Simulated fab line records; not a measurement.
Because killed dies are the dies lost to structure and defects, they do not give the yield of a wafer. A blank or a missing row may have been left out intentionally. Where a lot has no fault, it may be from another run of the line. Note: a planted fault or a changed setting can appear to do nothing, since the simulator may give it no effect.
A lot that was struck, set against a sound lot || flow rit-cmos || 45 steps out of a route of 202
Sound: these wafers, L795.1, L795.3, L795.6. Wafers struck: L811.2, L811.3, L811.6. The cause is named last.
Order at every step that has rows: each side's tool, ch and its chambers, its first start. Under that, the readings that differ: sound wafers || struck wafers || difference of the means || sigmas: that difference in standard deviations of wafers without a fault.
alike: readings whose means differ by less than 2 such deviations, and words and numbers that are the same on both sides. not compared: withheld readings, readings that some wafer has no value for, bounds like >300 that may hide the same value, and numbers for which the record gives no deviation and whose values overlap.
Wherever a step has rows on one side only, a row that says differs or no value, or a row with sigmas, the two part there. Numbers that have no deviation but don't overlap get no sigmas and don't part them. A reading that every wafer of one side lacks parts them only if that side has two wafers or more.

first, 1 step without rows for these wafers: RIT_ACTIVE_HARDBAKE_12 (time 60 s).
RIT_ACTIVE_ETCH_13: etches Si3N4 in SF6, stops on SiO2, time 210 s, target depth 210 nm.
  sound on rie-diel-03 ch 0,1,3, day 1 16:03; struck on rie-diel-03 ch 1,2,3, day 5 00:02
  alike: drypump-motor-current-A, oes-product-au, throttle-valve-pct
  not compared: rf-hours-counter-h
RIT_ACTIVE_STRIP_14: strips in O2, time 180 s.
  sound on plasma-asher-04 ch 0,1, day 1 16:11; struck on plasma-asher-03 ch 0,1, day 5 00:11
  alike: drypump-motor-current-A
  not compared: rf-hours-counter-h
RIT_ACTIVE_CD_MEAS_90: target cd 1400 nm.
  sound on cd-sem-01, day 1 16:22; struck on cd-sem-02, day 5 00:22
  alike: cd-nm
then, 4 steps without rows for these wafers: RIT_ACTIVE_CLEAN_15 (cleans in SC1, time 600 s); RIT_ACTIVE_CLEAN_16 (cleans in dHF, time 30 s); RIT_ACTIVE_CLEAN_17 (cleans in SC2, time 600 s); RIT_FOX1_OXIDATION_00 (target thk 350.7 nm, ox time 1130 s).
RIT_FOX1_THK_MEAS_01:
  sound on film-metro-03, day 1 18:10; struck on film-metro-02, day 5 03:43
  alike: FOX1_OXIDE_THK
then, 2 steps without rows for these wafers: RIT_FOX1_WET_ETCH_02 (etches SiO2 in BOE, target depth 350 nm, time 390 s); RIT_FOX2_OXIDATION_00 (target thk 350.7 nm, ox time 1130 s).
RIT_FOX2_THK_MEAS_01:
  sound on film-metro-04, day 1 19:47; struck on film-metro-01, day 5 05:16
  alike: FOX2_OXIDE_THK
RIT_FOX2_CLEAN_02: cleans in dHF, time 180 s.
  sound on wet-bench-04 ch 0, day 1 19:51; struck on wet-bench-04 ch 1, day 5 05:19
{"reading": "run-length-s (s)", "sound": "205.3 205.3 205.3", "struck": "383.1 383.1 383.1", "difference": "+177.8", "sigmas": "+71"}
{"reading": "model.SiO2_of_FOX2_OXIDATION_00.thk-nm (nm)", "sound": "326.5 324.2 322", "struck": "315.7 314.6 307", "difference": -11.8, "sigmas": ""}
then, 1 step without rows for these wafers: RIT_FOX2_WET_ETCH_03 (etches Si3N4 in H3PO4, target depth 195 nm, time 2700 s).
RIT_FOX2_THK_MEAS_90:
  sound on film-metro-03, day 1 20:40; struck on film-metro-04, day 5 06:09
  alike: FIELD_OXIDE_LEFT_1_THK
then, 6 steps without rows for these wafers: RIT_NWELL_HMDS_00 (prime time 60 s); RIT_NWELL_COAT_01 (resist thk 1300 nm); RIT_NWELL_SOFTBAKE_02 (time 60 s); RIT_NWELL_EXPOSE_03 (exposes mask M2, target cd 43900 nm); RIT_NWELL_PEB_04; RIT_NWELL_DEVELOP_05 (develop time 68 s).
RIT_NWELL_OVL_MEAS_06:
  sound on overlay-01, day 1 21:44; struck on overlay-02, day 5 07:05
  alike: NWELL_OVL
then, 2 steps without rows for these wafers: RIT_NWELL_HARDBAKE_07 (time 120 s); RIT_NWELL_IMPLANT_08.
RIT_NWELL_STRIP_09: strips in O2, time 180 s.
  sound on plasma-asher-02 ch 0,1, day 1 22:11; struck on plasma-asher-01 ch 0,1, day 5 07:31
  alike: drypump-motor-current-A
  not compared: rf-hours-counter-h
RIT_NWELL_TW_MEAS_10:
  sound on film-metro-02, day 1 22:21; struck on film-metro-04, day 5 07:42
  alike: NWELL_TW
then, 6 steps without rows for these wafers: RIT_PWELL_HMDS_00 (prime time 60 s); RIT_PWELL_COAT_01 (resist thk 1286 nm); RIT_PWELL_SOFTBAKE_02 (time 60 s); RIT_PWELL_EXPOSE_03 (exposes mask M3, target cd 43700 nm); RIT_PWELL_PEB_04; RIT_PWELL_DEVELOP_05 (develop time 68 s).
RIT_PWELL_OVL_MEAS_06:
  sound on overlay-02, day 1 23:25; struck on overlay-01, day 5 08:38
{"reading": "PWELL_OVL (nm)", "sound": "-3.4 -2.8 -4.0", "struck": "0.8 0.9 -0.6", "difference": "+3.8", "sigmas": "+2"}
then, 2 steps without rows for these wafers: RIT_PWELL_HARDBAKE_07 (time 120 s); RIT_PWELL_IMPLANT_08.
RIT_PWELL_STRIP_09: strips in O2, time 180 s.
  sound on plasma-asher-03 ch 0,1, day 1 23:51; struck on plasma-asher-01 ch 0,1, day 5 09:04
  alike: drypump-motor-current-A
  not compared: rf-hours-counter-h
RIT_PWELL_TW_MEAS_10:
  sound on film-metro-04, day 2 00:02; struck on film-metro-04, day 5 09:15
  alike: PWELL_TW
then, 1 step without rows for these wafers: RIT_WELLDRIVE_ANNEAL_00 (time 14700 s).
RIT_WELLDRIVE_RS_MEAS_01: uses a four-point probe to measure.
  sound on film-metro-04, day 2 05:24; struck on film-metro-03, day 5 15:27
  alike: NWELL_RS
RIT_WELLDRIVE_RS_MEAS_02: uses a four-point probe to measure.
  sound on film-metro-04, day 2 05:31; struck on film-metro-03, day 5 15:34
  alike: PWELL_RS
then, 2 steps without rows for these wafers: RIT_NRETRO_HMDS_00 (prime time 60 s); RIT_NRETRO_COAT_01 (resist thk 1300 nm).
RIT_FOX2_THK_MEAS_91:
  sound on film-metro-04, day 2 09:17; struck on film-metro-03, day 5 19:27
  alike: FIELD_OXIDE_LEFT_2_THK
RIT_SILICIDE_WET_ETCH_00: etches SiO2 in BOE, target depth 14 nm, time 15 s.
  sound on wet-bench-04 ch 3, day 3 02:37; struck on wet-bench-04 ch 3, day 6 17:39
{"reading": "model.SiO2_of_FOX2_OXIDATION_00.thk-nm (nm)", "sound": "142 141.2 137.3", "struck": "131.7 131.1 124.2", "difference": -11.2, "sigmas": ""}
RIT_M1_PROBE_99:
  sound on prober-02, day 3 09:40; struck on prober-02, day 7 00:29
{"reading": "model.etest.field-n.vt-v (V)", "sound": "33.98 33.62 33.38", "struck": "32.64 32.39 31.38", "difference": -1.52, "sigmas": ""}
{"reading": "model.etest.field-p-metal.vt-v (V)", "sound": "-31.55 -31.6 -31.62", "struck": "-31.88 -32.16 -33.13", "difference": -0.80, "sigmas": ""}
  alike: killed_at_M0_to_M3, killed-at-front-end, killed-dies, killed-on-rim, killed-open, killed-short

WHERE THEY PART
At RIT_FOX2_CLEAN_02 first; at RIT_PWELL_OVL_MEAS_06 last (within this record only). Later steps at which nothing parts them and some readings are alike: RIT_PWELL_STRIP_09, RIT_PWELL_TW_MEAS_10, RIT_WELLDRIVE_RS_MEAS_01, RIT_WELLDRIVE_RS_MEAS_02, RIT_FOX2_THK_MEAS_91, RIT_M1_PROBE_99.

WHY: what the simulator had put in
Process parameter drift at RIT_FOX2_CLEAN_02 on wet-bench-04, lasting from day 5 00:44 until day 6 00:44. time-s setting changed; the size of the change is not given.
